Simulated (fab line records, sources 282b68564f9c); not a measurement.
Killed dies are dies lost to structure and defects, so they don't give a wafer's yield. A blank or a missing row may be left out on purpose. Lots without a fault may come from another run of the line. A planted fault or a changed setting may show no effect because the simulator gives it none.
Split-lot experiment | flow rit_cmos | 5 lots, 23 wafers read, on a route of 202 steps

THE SPLIT
At RIT_PWELL_IMPLANT_08, the setting dose_cm2 was moved away from the recipe's 7e+13 on 6 of the 23 wafers read, by -5.8% to +6.9%. The other wafers ran this setting at the recipe's value.

FROM THE SPLIT TO THE READING: what the file shows between them, 3 steps
- RIT_PWELL_STRIP_09: strips in O2, time 180 s
- RIT_PWELL_TW_MEAS_10
- RIT_WELLDRIVE_ANNEAL_00: time 14700 s

THE READING
PWELL_RS, in ohm/sq, at RIT_WELLDRIVE_RS_MEAS_02 (measures by four-point-probe). Fault-free wafers of this fab line usually give 429.8 ohm/sq, standard deviation 1.1 ohm/sq.

wafer  | tool, chamber at the split | dose_cm2 as run | against the recipe | PWELL_RS, ohm/sq | against lot-mates on the recipe
L074.1 | implanter-02, 0            | 6.592e+13       | -5.8%              | 444.8            | +16.6
L074.3 | implanter-02, 0            | 7e+13           | recipe             | 427.6            | -
L074.4 | implanter-02, 0            | 6.592e+13       | -5.8%              | 445.6            | +17.4
L074.5 | implanter-02, 0            | 7e+13           | recipe             | 428.8            | -
L074.6 | implanter-02, 0            | 7e+13           | recipe             | 428.3            | -
L077.1 | implanter-01, 0            | 7e+13           | recipe             | 430.1            | -
L077.2 | implanter-01, 0            | 7e+13           | recipe             | 431.4            | -
L077.3 | implanter-01, 0            | 7.39e+13        | +5.6%              | 415.2            | -15.7
L077.4 | implanter-01, 0            | 7.39e+13        | +5.6%              | 415.0            | -15.9
L077.5 | implanter-01, 0            | 7e+13           | recipe             | 431.2            | -
L078.2 | implanter-02, 0            | 7e+13           | recipe             | 430.5            | -
L078.3 | implanter-02, 0            | 7e+13           | recipe             | 430.6            | -
L078.6 | implanter-02, 0            | 7e+13           | recipe             | 429.4            | -
L080.2 | implanter-02, 0            | 7.484e+13       | +6.9%              | 412.3            | -16.3
L080.3 | implanter-02, 0            | 7e+13           | recipe             | 428.5            | -
L080.4 | implanter-02, 0            | 7e+13           | recipe             | 429.1            | -
L080.5 | implanter-02, 0            | 7e+13           | recipe             | 428.1            | -
L080.6 | implanter-02, 0            | 7.484e+13       | +6.9%              | 412.2            | -16.4
L084.2 | implanter-01, 0            | 7e+13           | recipe             | 431.0            | -
L084.3 | implanter-01, 0            | 7e+13           | recipe             | 431.0            | -
L084.4 | implanter-01, 0            | 7e+13           | recipe             | 431.9            | -
L084.5 | implanter-01, 0            | 7e+13           | recipe             | 431.9            | -
L084.6 | implanter-01, 0            | 7e+13           | recipe             | 431.7            | -

THE FIT
A straight line over all 23 wafers: PWELL_RS changes by -2.61 ohm/sq for each +1% of dose_cm2; r = -0.99; the points scatter about the line by 1.3 ohm/sq.
The same after taking each lot's own level away (the mean of its wafers on the recipe; 23 wafers): -2.67 ohm/sq for each +1%; r = -0.99; scatter 0.92 ohm/sq.
On that fit, the largest move of dose_cm2 shifts the reading by 18 ohm/sq.
The lots' own levels span 428.23 to 431.50 ohm/sq, that is 3.0 times the standard deviation above.
So the lot-to-lot level changes the slope little: the two slopes agree.
Check: with one of the wafers moved furthest among these (+6.9%) left out of the fit, the line predicts -18.8 ohm/sq for it against its lot-mates. It came out at -16.3 ohm/sq against them.

OTHER SPLITS ON THESE WAFERS
These wafers also went through other splits before the reading. Each is held against what the fit with the lots' levels taken away leaves over:
other split on the same wafers | wafers away from the commonest value | r with PWELL_RS (lot level and that fit taken away)
RIT_ACTIVE_OXIDATION_01 temp_c | 10                                   | -0.01
RIT_ACTIVE_COAT_06 spin_rpm    | 6                                    | +0.07

THE WHOLE CHAIN: every reading that the file lists as answering this split, in the file's order
step                     | what it does                 | reading  | change (the file's fit)           | r (the file's)
RIT_PWELL_TW_MEAS_10     |                              | PWELL_TW | +2.58 for each +1% of the setting | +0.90
RIT_WELLDRIVE_RS_MEAS_02 | measures by four-point-probe | PWELL_RS | -2.66 for each +1% of the setting | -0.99

THE FILE'S OWN FIT
PWELL_RS changes by -2.66 ohm/sq for each +1% of dose_cm2, r = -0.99.
